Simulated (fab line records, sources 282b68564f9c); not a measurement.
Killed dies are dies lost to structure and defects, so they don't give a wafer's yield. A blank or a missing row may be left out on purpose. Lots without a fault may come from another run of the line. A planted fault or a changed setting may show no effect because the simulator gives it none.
fab line records | flow rit_cmos
record lots=5 wafers=27
route steps=202 shown GATE@91 SPACER@130 PSD@147 SDANNEAL@153 CONTACT@168 M1@197
start_h: hours from the record's first day to the start of the lot's first wafer shown | wait_h: hours since the lot's step before | " the same as in the row above | L1.1+2: a row that stands for several wafers | - no value, or no start given | * or withheld: withheld | < > ~ a bound
route shown NAME@n: a module of which the file shows steps, and the number in the route of the first | usual: mean/standard deviation of fault-free wafers | same: alike in all rows | chamber/n: place in a boat | sites: the reading at each site | _std_site: their standard deviation | _edge_site: outer sites' mean less inner sites' | radius_mm: how far each site lies from the wafer's centre | mask NAME#n: copy n | behind: the tool/chamber that last shaped the wafer | hold: why the lot was held/for how many hours/how that ended | device: the transistor (n, p or np) that didn't switch | end of line: the same wafers' tests at the end of the route | a step without rows: its recipe alone | killed: dies lost to structure and defects at the first sort, not the wafer's yield | map: a wafer's dies, x killed, . not, _ none there
set.NAME: the setting as run; set.NAME@STEP: as run at that earlier step | model.NAME: the simulator's own value behind a step, which no gauge read
lots whose settings were changed on purpose; a table a step, a row a wafer
## steps
# step RIT_GATE_DEVELOP_15
# recipe resist=NOVOLAK develop_time_s=50 dev_temp_c=23
# columns lot.wafer tool chamber start_h wait_h set.develop_time_s
L076.3+4+6 litho_track-03 0 - - 50
L079.1+4+5 litho_track-03 0 - - 50
L079.2+3+6 " 0 " " 36.26
L082.1+5+6 litho_track-04 0 - - 73.34
L082.2+3+4 " 0 " " 50
L083.1+2+4 litho_track-01 0 - - 50
L083.3+5+6 " 0 " " 29.54
L084.1+2+3+4+5+6 litho_track-04 0 - - 50
# step RIT_SPACER_ETCHBACK_05
# recipe target_depth_a=2500 SF6_flow_sccm=30 CHF3_flow_sccm=30 target=Si3N4 chemistry=SF6/CHF3 pressure_mtorr=40 rf_w=250 time_s=240 stop_on=SiO2
# usual oes_product_au=0.840/0.011
# columns lot.wafer tool chamber start_h wait_h set.time_s oes_product_au model.poly-Si_of_GATE_CVD_08.thk_nm model.Si3N4_of_SPACER_CVD_03.thk_nm
L076.3 rie_diel-03 1 67.38 0.0 240 0.818 167.3 192.4
L076.4 " 0 " " 240 0.861 167.5 193.3
L076.6 " 2 " " 240 0.803 167 190.7
L079.1 rie_diel-02 3 79.81 0.1 240 0.841 166 192.7
L079.2 " 2 " " 240 0.842 167.4 196.6
L079.3 " 0 " " 240 0.831 166.8 193.8
L079.4 " 1 " " 240 0.836 166.4 194.9
L079.5 " 2 " " 240 0.840 169 195.2
L079.6 " 3 " " 240 0.846 166.7 194
L082.1 rie_diel-02 3 87.54 0.1 240 0.847 164.3 194.8
L082.2 " 2 " " 240 0.838 165.8 196.4
L082.3 " 0 " " 240 0.839 160.4 194.8
L082.4 " 1 " " 98.2 0.997 204.4 229.1
L082.5 " 1 " " 98.2 1.010 203.7 227.4
L082.6 " 0 " " 98.2 1.032 203.3 227.4
L083.1 rie_diel-02 1 95.73 0.1 240 0.831 163.1 193
L083.2 " 2 " " 240 0.842 165.2 195.3
L083.3 " 3 " " 240 0.839 163.2 193.9
L083.4 " 0 " " 240 0.830 164.1 191.8
L083.5 " 3 " " 240 0.849 163.9 193.9
L083.6 " 2 " " 240 0.844 166.6 195.1
L084.1 rie_diel-04 2 102.72 0.1 240 0.857 166.4 195.6
L084.2 " 0 " " 240 0.850 167.4 195.9
L084.3 " 1 " " 333.5 0.834 142 175.2
L084.4 " 3 " " 333.5 0.822 141.8 174.7
L084.5 " 0 " " 240 0.851 165.1 196.3
L084.6 " 3 " " 333.5 0.834 140.9 176.7
# step RIT_PSD_DEVELOP_05
# recipe resist=NOVOLAK develop_time_s=50 dev_temp_c=23
# columns lot.wafer tool chamber start_h wait_h set.develop_time_s
L076.3+4+6 litho_track-04 0 - - 50
L079.1+2+3+4+5+6 litho_track-01 0 - - 50
L082.1+4+6 litho_track-03 0 - - 50
L082.2+3+5 " 0 " " 32.32
L083.1+2+5 litho_track-04 0 - - 20.34
L083.3+4+6 " 0 " " 50
L084.1+2+3+4+5+6 litho_track-04 0 - - 50
# step RIT_PSD_HARDBAKE_07
# recipe resist=NOVOLAK temp_c=140 time_s=60
# step RIT_PSD_STRIP_09
# recipe chemistry=O2 time_s=180 resist=NOVOLAK platen_temp_c=withheld power_w=500 pressure_mtorr=4000 o2_flow_sccm=4000
# step RIT_SDANNEAL_CLEAN_00
# recipe chemistry=SC1 mix=3:3:50 time_s=600 temp_c=75
# columns lot.wafer tool chamber start_h wait_h set.time_s@SPACER_ETCHBACK_05 model.SiO2_of_FOX2_OXIDATION_00.thk_nm
L076.3 wet_bench-02 3 70.92 0.0 240 171.2
L076.4 " 3 " " 240 174
L076.6 " 3 " " 240 166.6
L079.1+2 wet_bench-02 1 82.93 0.1 240 179.7
L079.3 " 1 " " 240 173.9
L079.4 " 1 " " 240 180.3
L079.5 " 1 " " 240 174.7
L079.6 " 1 " " 240 177.3
L082.1 wet_bench-04 2 90.61 0.1 240 172.8
L082.2 " 2 " " 240 169
L082.3 " 2 " " 240 177.7
L082.4 " 2 " " 98.2 206.2
L082.5 " 2 " " 98.2 200.3
L082.6 " 2 " " 98.2 206.5
L083.1 wet_bench-02 3 98.85 0.1 240 169.8
L083.2 " 3 " " 240 168
L083.3 " 3 " " 240 171.4
L083.4 " 3 " " 240 170.7
L083.5 " 3 " " 240 165
L083.6 " 3 " " 240 170
L084.1 wet_bench-01 1 106.01 0.1 240 179.9
L084.2 " 1 " " 240 180.3
L084.3 " 1 " " 333.5 158.4
L084.4 " 1 " " 333.5 164.3
L084.5 " 1 " " 240 183.5
L084.6 " 1 " " 333.5 163.1
# step RIT_CONTACT_CVD_00
# recipe material=SiO2 target_thk_nm=400 precursor=TEOS temp_c=390 time_s=61 rf_w=400
# columns lot.wafer tool chamber start_h wait_h set.time_s model.SiO2_of_CONTACT_CVD_00.thk_nm
L076.3 pecvd-02 1 72.35 0.0 61 391.3
L076.4 " 1 " " 61 398.4
L076.6 " 0 " " 61 398
L079.1 pecvd-03 2 84.36 0.1 34.24 222
L079.2 " 1 " " 61 395.1
L079.3 " 0 " " 61 397.4
L079.4 " 0 " " 61 406.2
L079.5 " 1 " " 34.24 227.2
L079.6 " 2 " " 34.24 228.7
L082.1 pecvd-03 1 92.03 0.1 61 399.9
L082.2 " 2 " " 34.09 224.1
L082.3 " 0 " " 34.09 222.7
L082.4 " 2 " " 61 407.7
L082.5 " 1 " " 61 403.7
L082.6 " 0 " " 34.09 227.8
L083.1 pecvd-02 2 100.31 0.1 61 398.6
L083.2 " 0 " " 61 394.6
L083.3 " 1 " " 61 400.2
L083.4 " 2 " " 61 403.6
L083.5 " 1 " " 61 404.9
L083.6 " 0 " " 61 407.8
L084.1 pecvd-04 0 107.44 0.1 42.62 277.9
L084.2 " 2 " " 42.62 289.3
L084.3 " 1 " " 61 389.4
L084.4 " 2 " " 42.62 287.6
L084.5 " 1 " " 61 400
L084.6 " 0 " " 61 403.4
# step RIT_CONTACT_THK_MEAS_01
# recipe reads=SiO2_of_CONTACT_CVD_00
# usual CONTACT_TEOS_THK=400/5.6
# columns lot.wafer tool chamber start_h wait_h set.time_s@CONTACT_CVD_00 CONTACT_TEOS_THK[nm]
L076.3 film_metro-03 - 72.42 0.0 61 392
L076.4 " - " " 61 399
L076.6 " - " " 61 398
L079.1 film_metro-03 - 84.41 0.0 34.24 222
L079.2 " - " " 61 395
L079.3 " - " " 61 397
L079.4 " - " " 61 406
L079.5 " - " " 34.24 227
L079.6 " - " " 34.24 229
L082.1 film_metro-03 - 92.08 0.0 61 400
L082.2 " - " " 34.09 224
L082.3 " - " " 34.09 223
L082.4 " - " " 61 408
L082.5 " - " " 61 403
L082.6 " - " " 34.09 228
L083.1 film_metro-02 - 100.36 0.0 61 398
L083.2 " - " " 61 395
L083.3 " - " " 61 400
L083.4 " - " " 61 404
L083.5 " - " " 61 405
L083.6 " - " " 61 408
L084.1 film_metro-03 - 107.49 0.0 42.62 278
L084.2 " - " " 42.62 289
L084.3 " - " " 61 390
L084.4 " - " " 42.62 288
L084.5 " - " " 61 400
L084.6 " - " " 61 403
# step RIT_CONTACT_HMDS_02
# recipe prime_time_s=60 prime_temp_c=140
# step RIT_CONTACT_COAT_03
# recipe resist=NOVOLAK spin_rpm=3250 resist_thk_nm=1000
# step RIT_CONTACT_HARDBAKE_10
# recipe resist=NOVOLAK temp_c=140 time_s=60
# step RIT_CONTACT_ETCH_11
# recipe target_depth_a=4800 over_etch_frac=0.2 stop_on=TiSi2 chemistry=CHF3/CF4/Ar target=SiO2 CHF3_flow_sccm=50 cf4_flow_sccm=10 Ar_flow_sccm=100 O2_flow_sccm=5 pressure_mtorr=100 rf_w=200 time_s=320
# columns lot.wafer tool chamber start_h wait_h set.time_s@CONTACT_CVD_00 model.etch.depth_nm model.CONTACT.feature_depth_nm
L076.3 rie_diel-03 3 73.91 0.1 61 391.3 391.3
L076.4 " 1 " " 61 398.4 398.4
L076.6 " 3 " " 61 398 398
L079.1 rie_diel-01 1 85.87 0.1 34.24 222 222
L079.2 " 0 " " 61 395.1 395.1
L079.3 " 2 " " 61 397.4 397.4
L079.4 " 3 " " 61 406.2 406.2
L079.5 " 2 " " 34.24 227.2 227.2
L079.6 " 1 " " 34.24 228.7 228.7
L082.1 rie_diel-03 2 93.47 0.1 61 399.9 399.9
L082.2 " 3 " " 34.09 224.1 224.1
L082.3 " 0 " " 34.09 222.7 222.7
L082.4 " 2 " " 61 407.7 407.7
L082.5 " 3 " " 61 403.7 403.7
L082.6 " 0 " " 34.09 227.8 227.8
L083.1 rie_diel-01 2 101.81 0.1 61 398.6 398.6
L083.2 " 0 " " 61 394.6 394.6
L083.3 " 1 " " 61 400.2 400.2
L083.4 " 0 " " 61 403.6 403.6
L083.5 " 2 " " 61 404.9 404.9
L083.6 " 1 " " 61 407.8 407.8
L084.1 rie_diel-02 2 108.82 0.1 42.62 277.9 277.9
L084.2 " 0 " " 42.62 289.3 289.3
L084.3 " 1 " " 61 389.4 389.4
L084.4 " 3 " " 42.62 287.6 287.6
L084.5 " 1 " " 61 400 400
L084.6 " 0 " " 61 403.4 403.4
# step RIT_M1_STRIP_13
# recipe chemistry=nmp resist=NOVOLAK temp_c=80 time_s=600 dry=n2_spin
# columns lot.wafer tool chamber start_h wait_h set.time_s
L076.3+4+6 wet_bench-04 3 76.75 0.1 600
L079.1+2+3+4+5+6 - - - 0.1 920.3
L082.1+2+3+4+5+6 - - - 0.1 735.5
L083.1+2+3+4+5+6 - - - 0.1 600
L084.1+2+3+4+5+6 - - - 0.1 836
# step RIT_M1_STRIP_14
# recipe chemistry=O2 time_s=180 platen_temp_c=withheld power_w=500 pressure_mtorr=4000 o2_flow_sccm=4000
# step RIT_M1_ANNEAL_15
# recipe temp_c=450 time_s=1800 ambient=forming_gas_H2N2
# step RIT_M1_PROBE_99
# usual killed_at_M0_to_M3=0.0/0.16 killed_at_contacts=0.1/0.28 killed_at_front_end=6.1/2.6 killed_dies=6.2/2.6 killed_open=3.1/1.8 killed_short=3.2/2
# same gross_dies=264 killed_at_M4_up=0 killed_at_back_side=0 killed_at_other=0
# columns lot.wafer tool chamber start_h wait_h set.develop_time_s@GATE_DEVELOP_15 killed_at_M0_to_M3 killed_at_contacts killed_at_front_end killed_dies killed_open killed_short model.etest.pmos_0p15.r_on_ohm_um model.etest.pmos_0p3.r_on_ohm_um model.etest.pmos_turned.r_on_ohm_um model.etest.nmos_0p15.r_on_ohm_um model.etest.nmos_0p3.r_on_ohm_um model.etest.nmos_0p15.drive_ua_um model.etest.pmos_0p15.drive_ua_um model.etest.nmos_turned.drive_ua_um
L076.3 prober-02 - 79.58 0.2 50 0 0 1 1 1 0 2841 6323 3483 1169 2185 460.9 248.9 314.9
L076.4 prober-02 - 79.63 0.2 50 0 0 10 10 6 4 2698 6294 3342 1121 2130 476.9 261.9 327.8
L076.6 prober-02 - 79.73 0.2 50 0 0 4 4 3 1 2782 6294 3444 1176 2195 464.1 253.2 316.5
L079.1 prober-02 - 90.79 0.1 50 0 0 3 3 3 0 2890 6405 3531 1167 2188 468.6 252.3 339.3
L079.2 prober-02 - 90.84 0.1 36.26 0 0 264 264 1 1 4233 7781 4923 1537 2583 314 157.7 258.3
L079.3 prober-02 - 90.89 0.2 36.26 1 0 263 264 2 1 4246 7760 4944 1580 2578 320.4 160.2 262
L079.4 prober-02 - 90.94 0.2 50 0 0 5 5 2 3 2785 6218 3480 1118 2118 473.2 253.1 332.2
L079.5 prober-02 - 90.99 0.2 50 0 0 4 4 1 3 2811 6355 3492 1112 2144 469.6 249.6 333.3
L079.6 prober-02 - 91.04 0.2 36.26 0 0 264 264 0 1 4160 7748 4787 1563 2584 324.4 162.8 262.8
L082.1 prober-01 - 98.32 0.1 73.34 0 0 264 264 4 4 - 4739 1884 - 1722 - - -
L082.2 prober-01 - 98.37 0.1 50 0 0 8 8 5 3 2757 6238 3358 1120 2127 464.1 253.7 328.1
L082.3 prober-01 - 98.42 0.2 50 0 0 9 9 5 4 2820 6281 3442 1177 2171 458.8 253.5 324.7
L082.4 prober-01 - 98.47 0.2 50 0 0 264 264 1 8 - - - - - - - -
L082.5 prober-01 - 98.52 0.2 73.34 0 0 264 264 4 4 - - - - - - - -
L082.6 prober-01 - 98.57 0.2 73.34 0 1 263 264 5 4 - - - - - - - -
L083.1 prober-02 - 106.86 0.1 50 0 0 5 5 2 3 2748 6238 3352 1159 2185 463.7 257.4 331.2
L083.2 prober-02 - 106.91 0.1 50 0 0 5 5 1 4 2652 6163 3271 1111 2118 471.1 262.4 339.7
L083.3 prober-02 - 106.96 0.2 29.54 0 0 264 264 4 3 5091 8612 5698 1838 2876 266.2 130.3 227.5
L083.4 prober-02 - 107.01 0.2 50 0 0 7 7 2 5 2737 6241 3340 1167 2185 465.6 264.2 335.9
L083.5 prober-02 - 107.06 0.2 29.54 0 0 264 264 3 2 5082 8522 5652 1853 2849 267.7 129.9 225.6
L083.6 prober-02 - 107.11 0.2 29.54 0 0 264 264 1 0 4971 8453 5559 1807 2822 267.7 131.9 229.9
L084.1 prober-01 - 113.80 0.1 50 0 0 7 7 3 4 2728 6288 3407 1086 2158 475.8 258 336.5
L084.2 prober-01 - 113.85 0.1 50 0 0 5 5 3 2 2713 6256 3416 1082 2123 485 262 330.2
L084.3 prober-01 - 113.90 0.2 50 0 0 3 3 2 1 - - - - - - - -
L084.4 prober-01 - 113.95 0.2 50 1 0 6 7 1 6 - - - - - - - -
L084.5 prober-01 - 114.00 0.2 50 0 0 6 6 6 0 2704 6315 3327 1075 2137 472.6 259.9 335.4
L084.6 prober-01 - 114.05 0.2 50 0 0 11 11 5 6 - - - - - - - -
# killed by level:class
L076.3 FOX2:geometric_particle:open=1
L076.4 FOX2:geometric_particle:open=3 GATE:geometric_particle:short=3 REOX:geometric_particle:open=2 GATE:geometric_particle:open=1 REOX:geometric_particle:short=1
L076.6 GATE:geometric_particle:open=2 GATE:geometric_particle:short=1 SPACER:geometric_particle:open=1
L079.1 FOX1:geometric_particle:open=1 GATE:geometric_particle:open=1 REOX:geometric_particle:open=1
L079.2 GATE:area_develop=262 GATE:geometric_particle:short=1 REOX:geometric_particle:open=1
L079.3 GATE:area_develop=261 REOX:geometric_particle:open=1 SILICIDE:geometric_particle:open=1 M1:geometric_particle:short=1
L079.4 GATE:geometric_particle:short=3 REOX:geometric_particle:open=2
L079.5 SPACER:geometric_particle:short=2 GATE:geometric_particle:short=1 SILICIDE:geometric_particle:open=1
L079.6 GATE:area_develop=263 FOX2:geometric_particle:short=1
L082.1 GATE:area_develop=256 GATE:geometric_particle:short=3 GATE:geometric_particle:open=2 REOX:geometric_particle:open=1 SILICIDE:geometric_particle:open=1 SILICIDE:geometric_particle:short=1
L082.2 GATE:geometric_particle:open=4 GATE:geometric_particle:short=3 REOX:geometric_particle:open=1
L082.3 FOX2:geometric_particle:open=2 GATE:geometric_particle:short=2 SILICIDE:geometric_particle:short=2 SILICIDE:geometric_particle:open=2 REOX:geometric_particle:open=1
L082.4 SPACER:area_etchback=255 FOX1:geometric_particle:short=2 GATE:geometric_particle:short=2 REOX:geometric_particle:short=2 SILICIDE:geometric_particle:short=2 REOX:geometric_particle:open=1
L082.5 GATE:area_develop=256 GATE:geometric_particle:open=2 SILICIDE:geometric_particle:short=2 GATE:geometric_particle:short=1 REOX:geometric_particle:short=1 SPACER:geometric_particle:open=1 SILICIDE:geometric_particle:open=1
L082.6 GATE:area_develop=255 GATE:geometric_particle:open=3 GATE:geometric_particle:short=2 SPACER:geometric_particle:open=1 SILICIDE:geometric_particle:open=1 SILICIDE:geometric_particle:short=1 CONTACT:geometric_particle:short=1
L083.1 FOX1:geometric_particle:short=2 GATE:geometric_particle:open=1 SPACER:geometric_particle:open=1 SILICIDE:geometric_particle:short=1
L083.2 GATE:geometric_particle:short=2 REOX:geometric_particle:short=1 SILICIDE:geometric_particle:short=1 SILICIDE:geometric_particle:open=1
L083.3 GATE:area_develop=257 FOX1:geometric_particle:open=3 FOX1:geometric_particle:short=1 GATE:geometric_particle:short=1 SPACER:geometric_particle:open=1 SILICIDE:geometric_particle:short=1
L083.4 SPACER:geometric_particle:short=3 SILICIDE:geometric_particle:short=2 FOX1:geometric_particle:open=1 SPACER:geometric_particle:open=1
L083.5 GATE:area_develop=259 SPACER:geometric_particle:open=2 SILICIDE:geometric_particle:short=2 GATE:geometric_particle:open=1
L083.6 GATE:area_develop=263 FOX1:geometric_particle:open=1
L084.1 GATE:geometric_particle:short=3 FOX1:geometric_particle:open=1 GATE:geometric_particle:open=1 REOX:geometric_particle:open=1 REOX:geometric_particle:short=1
L084.2 FOX1:geometric_particle:open=1 GATE:geometric_particle:short=1 REOX:geometric_particle:open=1 REOX:geometric_particle:short=1 SILICIDE:geometric_particle:open=1
L084.3 FOX1:geometric_particle:short=1 FOX1:geometric_particle:open=1 GATE:geometric_particle:open=1
L084.4 FOX1:geometric_particle:short=2 REOX:geometric_particle:short=2 GATE:geometric_particle:open=1 SPACER:geometric_particle:short=1 M1:geometric_particle:short=1
L084.5 GATE:geometric_particle:open=3 SILICIDE:geometric_particle:open=3
L084.6 GATE:geometric_particle:short=4 GATE:geometric_particle:open=2 FOX2:geometric_particle:open=1 REOX:geometric_particle:short=1 SPACER:geometric_particle:open=1 SILICIDE:geometric_particle:open=1 SILICIDE:geometric_particle:short=1
## key
split step=RIT_GATE_DEVELOP_15 setting=develop_time_s stated=50 by=wafer
response step=RIT_M1_PROBE_99 reading=model.etest.pmos_0p15.r_on_ohm_um change=-55 per=1% r=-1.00
response step=RIT_M1_PROBE_99 reading=model.etest.pmos_0p3.r_on_ohm_um shape=bent at_lowest=8529 at_stated=6279 at_highest=4739
response step=RIT_M1_PROBE_99 reading=model.etest.pmos_turned.r_on_ohm_um shape=bent at_lowest=5636 at_stated=3406 at_highest=1884
response step=RIT_M1_PROBE_99 reading=model.etest.nmos_0p15.r_on_ohm_um change=-16.4 per=1% r=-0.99
response step=RIT_M1_PROBE_99 reading=model.etest.nmos_0p3.r_on_ohm_um shape=bent at_lowest=2849 at_stated=2154 at_highest=1722
response step=RIT_M1_PROBE_99 reading=model.etest.nmos_0p15.drive_ua_um change=+5.07 per=1% r=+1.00
response step=RIT_M1_PROBE_99 reading=model.etest.pmos_0p15.drive_ua_um change=+3.23 per=1% r=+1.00
response step=RIT_M1_PROBE_99 reading=model.etest.nmos_turned.drive_ua_um change=+2.65 per=1% r=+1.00
split step=RIT_SPACER_ETCHBACK_05 setting=time_s stated=240 by=wafer
response step=RIT_SPACER_ETCHBACK_05 reading=oes_product_au change=-0.0022 per=1% r=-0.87
response step=RIT_SPACER_ETCHBACK_05 reading=model.poly-Si_of_GATE_CVD_08.thk_nm change=-0.668 per=1% r=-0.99
response step=RIT_SPACER_ETCHBACK_05 reading=model.Si3N4_of_SPACER_CVD_03.thk_nm change=-0.543 per=1% r=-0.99
response step=RIT_SDANNEAL_CLEAN_00 reading=model.SiO2_of_FOX2_OXIDATION_00.thk_nm change=-0.517 per=1% r=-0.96
split step=RIT_PSD_DEVELOP_05 setting=develop_time_s stated=50 by=wafer
response none clear
split step=RIT_CONTACT_CVD_00 setting=time_s stated=61 by=wafer
response step=RIT_CONTACT_CVD_00 reading=model.SiO2_of_CONTACT_CVD_00.thk_nm change=+3.96 per=1% r=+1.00
response step=RIT_CONTACT_THK_MEAS_01 reading=CONTACT_TEOS_THK change=+3.96 per=1% r=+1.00
response step=RIT_CONTACT_ETCH_11 reading=model.etch.depth_nm change=+3.96 per=1% r=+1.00
response step=RIT_CONTACT_ETCH_11 reading=model.CONTACT.feature_depth_nm change=+3.96 per=1% r=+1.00
split step=RIT_M1_STRIP_13 setting=time_s stated=600 by=lot
response none clear
